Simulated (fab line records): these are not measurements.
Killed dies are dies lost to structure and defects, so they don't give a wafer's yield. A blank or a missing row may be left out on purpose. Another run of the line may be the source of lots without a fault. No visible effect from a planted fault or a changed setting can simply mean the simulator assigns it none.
A sampling plan put to the test + flow berkeley_cmos170 + 27 faults told of in these records, all on one fab line, each judged by the records of the lots it struck
The line's own looks make up the plan; these are the steps of the route where a gauge or inspection reads the wafer and leaves it unchanged. A look can be judged if struck wafers have a number there and the file gives its usual mean and standard deviation on fault-free wafers. Caught: at a look after the fault's first step, the mean of the struck wafers lies 4 or more of those standard deviations (sigma) from the usual mean. On the tool: the fault's steps, tested the same way using the tool's own readings. A different recipe on the struck wafers counts as caught too, as does a record blank only for those wafers.

## THE FAULTS, as the simulator had put them in
1. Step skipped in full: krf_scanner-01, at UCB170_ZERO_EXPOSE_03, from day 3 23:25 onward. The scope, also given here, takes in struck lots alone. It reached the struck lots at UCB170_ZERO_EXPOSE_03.
2. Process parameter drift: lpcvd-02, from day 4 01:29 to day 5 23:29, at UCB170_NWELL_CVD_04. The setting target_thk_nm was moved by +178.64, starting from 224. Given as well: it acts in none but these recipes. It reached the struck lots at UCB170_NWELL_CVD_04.
3. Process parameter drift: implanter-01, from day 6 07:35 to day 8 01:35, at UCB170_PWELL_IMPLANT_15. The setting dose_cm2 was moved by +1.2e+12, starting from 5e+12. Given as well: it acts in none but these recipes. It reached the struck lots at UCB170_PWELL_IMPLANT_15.
4. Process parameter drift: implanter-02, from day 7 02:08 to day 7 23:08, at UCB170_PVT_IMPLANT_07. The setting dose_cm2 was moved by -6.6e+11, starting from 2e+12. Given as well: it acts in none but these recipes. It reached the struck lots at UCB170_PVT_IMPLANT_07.
5. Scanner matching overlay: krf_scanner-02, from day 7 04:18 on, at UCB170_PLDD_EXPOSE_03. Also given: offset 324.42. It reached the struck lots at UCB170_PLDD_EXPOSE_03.
6. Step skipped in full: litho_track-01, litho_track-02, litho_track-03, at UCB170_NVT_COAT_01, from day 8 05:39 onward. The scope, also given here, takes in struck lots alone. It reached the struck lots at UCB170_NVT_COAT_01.
7. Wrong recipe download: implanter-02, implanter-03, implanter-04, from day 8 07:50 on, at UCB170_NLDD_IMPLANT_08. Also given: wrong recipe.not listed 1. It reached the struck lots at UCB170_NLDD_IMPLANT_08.
8. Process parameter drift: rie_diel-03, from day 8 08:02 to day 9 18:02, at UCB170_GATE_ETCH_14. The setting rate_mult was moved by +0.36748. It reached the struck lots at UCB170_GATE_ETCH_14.
9. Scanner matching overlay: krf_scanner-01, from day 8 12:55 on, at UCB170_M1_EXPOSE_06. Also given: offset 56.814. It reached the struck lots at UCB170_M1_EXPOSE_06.
10. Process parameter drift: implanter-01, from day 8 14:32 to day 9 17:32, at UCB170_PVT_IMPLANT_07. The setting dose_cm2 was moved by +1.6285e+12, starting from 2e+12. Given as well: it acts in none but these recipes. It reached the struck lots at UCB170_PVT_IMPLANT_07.
11. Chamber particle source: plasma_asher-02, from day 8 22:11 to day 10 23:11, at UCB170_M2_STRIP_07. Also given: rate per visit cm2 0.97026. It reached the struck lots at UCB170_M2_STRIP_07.
12. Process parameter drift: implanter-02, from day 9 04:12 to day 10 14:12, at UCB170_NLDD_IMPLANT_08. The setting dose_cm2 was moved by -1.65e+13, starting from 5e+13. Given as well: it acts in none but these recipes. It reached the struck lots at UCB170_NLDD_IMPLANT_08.
13. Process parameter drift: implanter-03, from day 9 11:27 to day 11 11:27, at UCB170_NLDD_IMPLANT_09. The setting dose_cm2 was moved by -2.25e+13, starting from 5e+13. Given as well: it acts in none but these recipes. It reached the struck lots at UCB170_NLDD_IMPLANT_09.
14. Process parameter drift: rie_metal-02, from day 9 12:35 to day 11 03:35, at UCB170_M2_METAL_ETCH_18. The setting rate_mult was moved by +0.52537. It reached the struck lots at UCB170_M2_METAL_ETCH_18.
15. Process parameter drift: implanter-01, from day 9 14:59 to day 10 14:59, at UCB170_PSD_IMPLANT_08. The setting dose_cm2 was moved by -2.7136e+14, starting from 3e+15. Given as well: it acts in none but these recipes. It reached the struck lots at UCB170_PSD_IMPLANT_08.
16. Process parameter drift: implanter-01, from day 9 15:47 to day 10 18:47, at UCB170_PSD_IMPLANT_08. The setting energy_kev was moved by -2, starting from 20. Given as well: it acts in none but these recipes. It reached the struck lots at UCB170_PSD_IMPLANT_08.
17. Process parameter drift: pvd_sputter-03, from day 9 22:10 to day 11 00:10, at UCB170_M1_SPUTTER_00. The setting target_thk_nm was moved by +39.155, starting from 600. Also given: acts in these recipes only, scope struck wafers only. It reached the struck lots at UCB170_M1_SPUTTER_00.
18. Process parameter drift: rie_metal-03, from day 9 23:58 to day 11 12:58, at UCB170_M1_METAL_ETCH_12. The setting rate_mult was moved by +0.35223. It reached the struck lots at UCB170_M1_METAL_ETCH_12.
19. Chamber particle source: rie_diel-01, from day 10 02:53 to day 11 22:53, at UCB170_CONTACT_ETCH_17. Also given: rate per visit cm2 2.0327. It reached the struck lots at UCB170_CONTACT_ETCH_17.
20. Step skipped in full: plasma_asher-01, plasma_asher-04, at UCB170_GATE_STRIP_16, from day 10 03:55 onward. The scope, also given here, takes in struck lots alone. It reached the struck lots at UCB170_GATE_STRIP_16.
21. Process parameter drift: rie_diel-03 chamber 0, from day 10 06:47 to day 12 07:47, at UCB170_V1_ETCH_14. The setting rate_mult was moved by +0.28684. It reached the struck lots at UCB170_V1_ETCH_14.
22. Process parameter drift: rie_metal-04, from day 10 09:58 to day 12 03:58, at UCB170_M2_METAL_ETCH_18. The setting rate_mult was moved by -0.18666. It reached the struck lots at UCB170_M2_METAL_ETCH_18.
23. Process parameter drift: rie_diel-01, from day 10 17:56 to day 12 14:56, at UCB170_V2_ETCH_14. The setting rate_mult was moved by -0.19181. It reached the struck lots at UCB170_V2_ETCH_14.
24. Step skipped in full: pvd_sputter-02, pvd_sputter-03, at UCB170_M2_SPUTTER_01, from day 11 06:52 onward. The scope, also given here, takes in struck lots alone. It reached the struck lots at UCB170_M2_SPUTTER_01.
25. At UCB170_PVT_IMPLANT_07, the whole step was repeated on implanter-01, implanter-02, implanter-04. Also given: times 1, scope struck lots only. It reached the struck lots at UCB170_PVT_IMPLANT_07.
26. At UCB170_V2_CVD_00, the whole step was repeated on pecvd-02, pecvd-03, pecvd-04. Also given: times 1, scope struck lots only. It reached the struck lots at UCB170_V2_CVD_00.
27. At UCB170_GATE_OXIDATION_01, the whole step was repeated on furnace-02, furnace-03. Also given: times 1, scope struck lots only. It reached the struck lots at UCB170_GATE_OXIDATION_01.

## WHAT THE PLAN SAW
| fault | on the tool itself                               | first look that catches it                      | reading, sigma        | median hours from its first step to that look | hours from the fault's start to the first struck lot there | judged looks passed uncaught |
|-------|--------------------------------------------------|-------------------------------------------------|-----------------------|-----------------------------------------------|------------------------------------------------------------|------------------------------|
| 1     | no reading that can be judged                    | no look after it can be judged                  | -                     | -                                             | -                                                          | 0                            |
| 2     | under 2 sigma                                    | UCB170_NWELL_THK_MEAS_05                        | NWELL_NITRIDE_THK +86 | 1.9                                           | 5                                                          | 0                            |
| 3     | dose_ions_cm2 +99 or beyond sigma                | UCB170_PWELL_TW_MEAS_17                         | PWELL_TW +9.6         | 0.2                                           | 9                                                          | 0                            |
| 4     | dose_ions_cm2 -99 or beyond sigma                | UCB170_PVT_TW_MEAS_09                           | PVT_TW -17            | 0.2                                           | 9                                                          | 0                            |
| 5     | under 2 sigma                                    | UCB170_PLDD_OVL_MEAS_07                         | PLDD_OVL +57          | 0.5                                           | 7                                                          | 0                            |
| 6     | the tool's record is blank for the struck wafers | UCB170_PVT_TW_MEAS_09                           | PVT_TW +40            | 3.2                                           | 9                                                          | 1                            |
| 7     | under 2 sigma                                    | UCB170_NLDD_TW_MEAS_11                          | NLDD_TW -22           | 0.4                                           | 5                                                          | 0                            |
| 8     | oes_product_au +13 sigma                         | no look after it can be judged                  | -                     | -                                             | -                                                          | 0                            |
| 9     | under 2 sigma                                    | UCB170_M1_OVL_MEAS_10                           | M1_OVL +10            | 0.8                                           | 6                                                          | 0                            |
| 10    | dose_ions_cm2 +99 or beyond sigma                | UCB170_PVT_TW_MEAS_09                           | PVT_TW +32            | 0.2                                           | 0                                                          | 0                            |
| 11    | under 2 sigma                                    | not the one look that can be judged after it    | -                     | -                                             | -                                                          | 1                            |
| 12    | dose_ions_cm2 -99 or beyond sigma                | UCB170_NLDD_TW_MEAS_11                          | NLDD_TW -8.1          | 0.4                                           | 8                                                          | 0                            |
| 13    | dose_ions_cm2 -99 or beyond sigma                | UCB170_NLDD_TW_MEAS_11                          | NLDD_TW -10           | 0.2                                           | 1                                                          | 0                            |
| 14    | under 2 sigma                                    | UCB170_M2_CD_MEAS_90                            | cd_nm -8.3            | 0.3                                           | 9                                                          | 0                            |
| 15    | dose_ions_cm2 -84 sigma                          | UCB170_PSD_TW_MEAS_10                           | PSD_TW -5.2           | 0.2                                           | 0                                                          | 0                            |
| 16    | beam_energy_keV -99 or beyond sigma              | UCB170_PSD_TW_MEAS_10                           | PSD_TW -4.8           | 0.2                                           | 1                                                          | 0                            |
| 17    | under 2 sigma                                    | UCB170_M1_RS_MEAS_01                            | M1_AL_RS -6.0         | 0.1                                           | 6                                                          | 0                            |
| 18    | under 2 sigma                                    | UCB170_M1_CD_MEAS_90                            | cd_nm -5.0            | 0.3                                           | 6                                                          | 0                            |
| 19    | under 2 sigma                                    | none of the 2 looks that can be judged after it | -                     | -                                             | -                                                          | 2                            |
| 20    | the tool's record is blank for the struck wafers | UCB170_PLDD_TW_MEAS_11                          | PLDD_TW -99 or beyond | 2.0                                           | 2                                                          | 0                            |
| 21    | under 2 sigma                                    | no look after it can be judged                  | -                     | -                                             | -                                                          | 0                            |
| 22    | under 2 sigma                                    | not the one look that can be judged after it    | -                     | -                                             | -                                                          | 1                            |
| 23    | under 2 sigma                                    | no look after it can be judged                  | -                     | -                                             | -                                                          | 0                            |
| 24    | the tool's record is blank for the struck wafers | not the one look that can be judged after it    | -                     | -                                             | -                                                          | 1                            |
| 25    | no reading that can be judged                    | UCB170_PVT_TW_MEAS_09                           | PVT_TW +37            | 0.8                                           | -                                                          | 0                            |
| 26    | under 2 sigma                                    | UCB170_V2_THK_MEAS_01                           | V2_TEOS_THK +79       | 0.5                                           | -                                                          | 0                            |
| 27    | under 2 sigma                                    | UCB170_GATE_THK_MEAS_02                         | GATE_OXIDE_THK +38    | 3.8                                           | -                                                          | 0                            |
Dash: fault not caught, or number not given in these records.

Caught at a look: 19 of 27. Caught on the tool: 11 of 27. By one or the other: 21 of 27.
Faults caught by the tool alone: 8, 24.
Caught at a look alone: faults 2, 5, 7, 9, 14, 17, 18, 25, 26, 27.
Caught by neither: faults 1, 11, 19, 21, 22, 23.

## THINNER SAMPLING
Were the look that catches a fault to measure just every second or every third lot (counted by lot number), the first struck lot would, at worst, be measured this late:
| fault | struck lots at that look, in order of time | every lot | every second lot | every third lot |
|-------|--------------------------------------------|-----------|------------------|-----------------|
| 2     | L995, L997, L998                           | 5 h       | 17 h             | may miss all 3  |
| 3     | L778, L780                                 | 9 h       | may miss all 2   | may miss all 2  |
| 4     | L591, L593                                 | 9 h       | may miss all 2   | may miss all 2  |
| 5     | L661, L662, L664, L663                     | 7 h       | 21 h             | 30 h            |
| 6     | L947, L945, L944                           | 9 h       | 9 h              | may miss all 3  |
| 7     | L695, L694, L696, L697                     | 5 h       | 5 h              | 13 h            |
| 9     | L653, L654                                 | 6 h       | 23 h             | may miss all 2  |
| 10    | L425, L427                                 | 0 h       | may miss all 2   | may miss all 2  |
| 12    | L276, L280                                 | 8 h       | may miss all 2   | may miss all 2  |
| 13    | L320, L325                                 | 1 h       | 21 h             | may miss all 2  |
| 14    | L594, L598                                 | 9 h       | may miss all 2   | may miss all 2  |
| 15    | L701, L700                                 | 0 h       | 2 h              | may miss all 2  |
| 16    | L338, L343                                 | 1 h       | 21 h             | may miss all 2  |
| 17    | L359, L363                                 | 6 h       | may miss all 2   | may miss all 2  |
| 18    | L994, L101                                 | 6 h       | 25 h             | may miss all 2  |
| 20    | L418, L416                                 | 2 h       | may miss all 2   | may miss all 2  |
The hour figures run from when the fault began to the first measured lot among those it struck. 4 sigma limit: tested on the pooled struck wafers, so a lone lot may be under it. Other struck lots may not be in these records.

## THE LONGEST TIMED WAY FROM STEP TO LOOK
For fault 27, UCB170_GATE_OXIDATION_01 and UCB170_GATE_THK_MEAS_02 are separated by a median of 3.8 hours. No look between them can be judged.
